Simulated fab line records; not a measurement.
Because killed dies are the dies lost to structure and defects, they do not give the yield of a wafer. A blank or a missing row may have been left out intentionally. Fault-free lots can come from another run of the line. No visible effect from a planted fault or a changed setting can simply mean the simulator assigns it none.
8D (eight disciplines) problem report, filled in by code | flow berkeley cmos170 | the parts of the form that need people (team, actions taken, sign-off) are left out

== 1. WHAT WENT WRONG ==
Wafers without a fault read 0.734 a.u., standard deviation 0.0042; oes product au at UCB170_PVT_STRIP_08 reads a mean of 0.676 a.u. on 6 wafers belonging to 2 lots. That puts it -14 standard deviations away from the usual mean.
The step: strips in O2.
The first sign was on wafer L417.1 at day 7 15:22, on plasma asher-02. Wafers with a number at this step in the record: 42, from 14 lots. By rule, "out" or "out of limits" means more than 4 standard deviations away from the usual mean. All remaining wafers that have a number are taken as sound.

== 2. WHAT IT IS; WHAT IT IS NOT ==
question                    | is                     | is not
which readings at this step | oes product au         | drypump motor current A, strip time to endpoint s
which lots                  | L416, L417             | L409, L410, L411, L412, L413, L414, L418, L420, L423, L425, L428, L432
which wafers of those lots  | all that have a number | -
read on which tools         | plasma asher-02        | plasma asher-01, plasma asher-04
when                        | from day 7 15:22       | up to then (18 sound wafers); but 18 sound wafers of L418, L420, L423, L425, L428, L432 came after

== 3. THE SUSPECTS, EACH WITH WHAT RULES IT OUT ==
Counting: a tool at any process step up to the reading remains a suspect when it ran all the lots that are out and ran no sound lot after the first of those.
- plasma asher-02 at UCB170_PVT_STRIP_08 (strips in O2): kept. It ran every lot that is out, first L417 (day 7 15:22), and no sound lot after that; its last sound lot up to then is L414 (day 6 17:47). Out on those wafers are its own readings of oes product au.
The count leaves plasma asher-02 at UCB170_PVT_STRIP_08.

== 4. THE CAUSE (what the simulator had put in) ==
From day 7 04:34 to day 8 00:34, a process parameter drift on plasma asher-02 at UCB170_PVT_STRIP_08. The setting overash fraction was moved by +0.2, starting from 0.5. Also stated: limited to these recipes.
After counting, this tool was the only one left.

== 5. THE EFFECT CHAIN, in route order ==
Rows list readings where the struck wafers' mean (over those with a number) sits beyond 3 standard deviations from the usual. Scope: only readings with a usual standard deviation given in the record; hours: median across lots of the time from each lot's start at the first step in this table that gives one to its start at this step; sigmas: change in usual standard deviations.
hours | step                | reading        | usual      | on struck wafers | change | sigmas
0     | UCB170_PVT_STRIP_08 | oes product au | 0.734 a.u. | 0.676            | -0.058 | -14
The process steps in it:
- UCB170_PVT_STRIP_08: strips in O2.
At these later measuring or inspecting steps, every struck wafer for which the step has a row has a number for every such reading, and none has moved that far: UCB170_GATE_CD_MEAS_90.

== 6. WHAT WOULD HAVE CAUGHT IT SOONER ==
First out-of-limits reading in this record: day 7 15:22, which is 11 hours after fault onset at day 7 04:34.
